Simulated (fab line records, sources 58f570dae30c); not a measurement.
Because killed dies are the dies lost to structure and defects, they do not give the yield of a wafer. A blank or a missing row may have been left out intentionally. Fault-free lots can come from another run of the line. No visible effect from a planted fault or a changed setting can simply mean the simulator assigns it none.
The tool behind it: which one? | flow berkeley_cmos170 | 14 lots, 42 wafers sampled, at 2 steps of a route of 331

== WHAT EACH GAUGE READ, for each wafer ==
UCB170_ACTIVE_THK_MEAS_03.
lot  | measured    | on            | ACTIVE_OXIDE_THK (nm)
L772 | day 4 01:32 | film_metro-03 | 26.7 26.5 26.7
L771 | day 4 01:32 | film_metro-02 | 26.7 25.9 26.5
L773 | day 4 06:43 | film_metro-02 | 26.0 26.4 26.1
L774 | day 4 06:43 | film_metro-03 | 26.7 26.5 26.7
L775 | day 4 23:05 | film_metro-03 | 27.2 27.0 26.9
L777 | day 4 23:06 | film_metro-04 | 26.6 26.4 26.3
L778 | day 5 08:38 | film_metro-04 | 27.2 26.6 26.5
L781 | day 5 15:13 | film_metro-03 | 26.2 26.5 26.8
L782 | day 5 15:13 | film_metro-02 | 25.8 25.7 25.6
L786 | day 6 20:59 | film_metro-02 | 26.3 26.0 26.1
L789 | day 7 02:17 | film_metro-02 | 26.2 26.0 26.4
L791 | day 7 23:40 | film_metro-04 | 26.5 26.5 26.6
L790 | day 7 23:41 | film_metro-02 | 27.0 27.3 27.1
L792 | day 7 23:41 | film_metro-03 | 27.0 27.1 26.9

UCB170_SPACER_THK_MEAS_01.
lot  | measured     | on            | SPACER_TEOS_THK (nm)
L772 | day 6 04:59  | film_metro-02 | 372 377 381
L771 | day 6 06:14  | film_metro-04 | 369 372 379
L773 | day 6 06:02  | film_metro-01 | 370 370 374
L774 | day 6 06:29  | film_metro-01 | 371 364 377
L775 | day 7 03:08  | film_metro-01 | 373 368 375
L777 | day 7 02:18  | film_metro-04 | 371 378 376
L778 | day 7 11:52  | film_metro-02 | 378 371 376
L781 | day 7 22:16  | film_metro-02 | 369 378 379
L782 | day 7 21:35  | film_metro-01 | 372 375 375
L786 | day 9 11:15  | film_metro-04 | 372 374 374
L789 | day 9 16:32  | film_metro-01 | 376 382 386
L791 | day 10 10:04 | film_metro-02 | 376 375 382
L790 | day 10 09:40 | film_metro-04 | 363 375 371
L792 | day 10 09:29 | film_metro-04 | 376 382 384

== WHICH TOOL RAN EACH LOT (tool, then ch and the chambers of the sampled wafers, then the start) ==
The record holds no process step before these readings.

== WHAT THE TOOLS THEMSELVES READ (means of the sampled wafers that have a number; where no wafer has one, the mark that the record gives instead) ==
The record holds no such reading with a usual standard deviation.

== THE ANSWER, worked out from the rows above alone ==
Rule: usual is defined by the lots themselves. The widest of any qualifying gaps counts: lots, ordered by their means at a reading, are off when they make up no more than a third of the lots, leave a main group of 4 or more, and stand apart from it by 3 or more times the standard deviation of that group's means. A main group whose means are all the same, to the digits that the tables above print for the reading, isn't used. A lot without any number at a reading at which 4 lots or more have one is off too. Any other lot the step has rows for is counted as sound. First the gauges in route order, then the tools' own readings, where a lot's mean is used as printed above. The first step at which some lot is off is used, and at that step the reading that is off furthest; a lot without a number counts as furthest.
None of the lots is off at any reading shown; this tells nothing.

== WHAT THE SIMULATOR HAD PUT IN ==
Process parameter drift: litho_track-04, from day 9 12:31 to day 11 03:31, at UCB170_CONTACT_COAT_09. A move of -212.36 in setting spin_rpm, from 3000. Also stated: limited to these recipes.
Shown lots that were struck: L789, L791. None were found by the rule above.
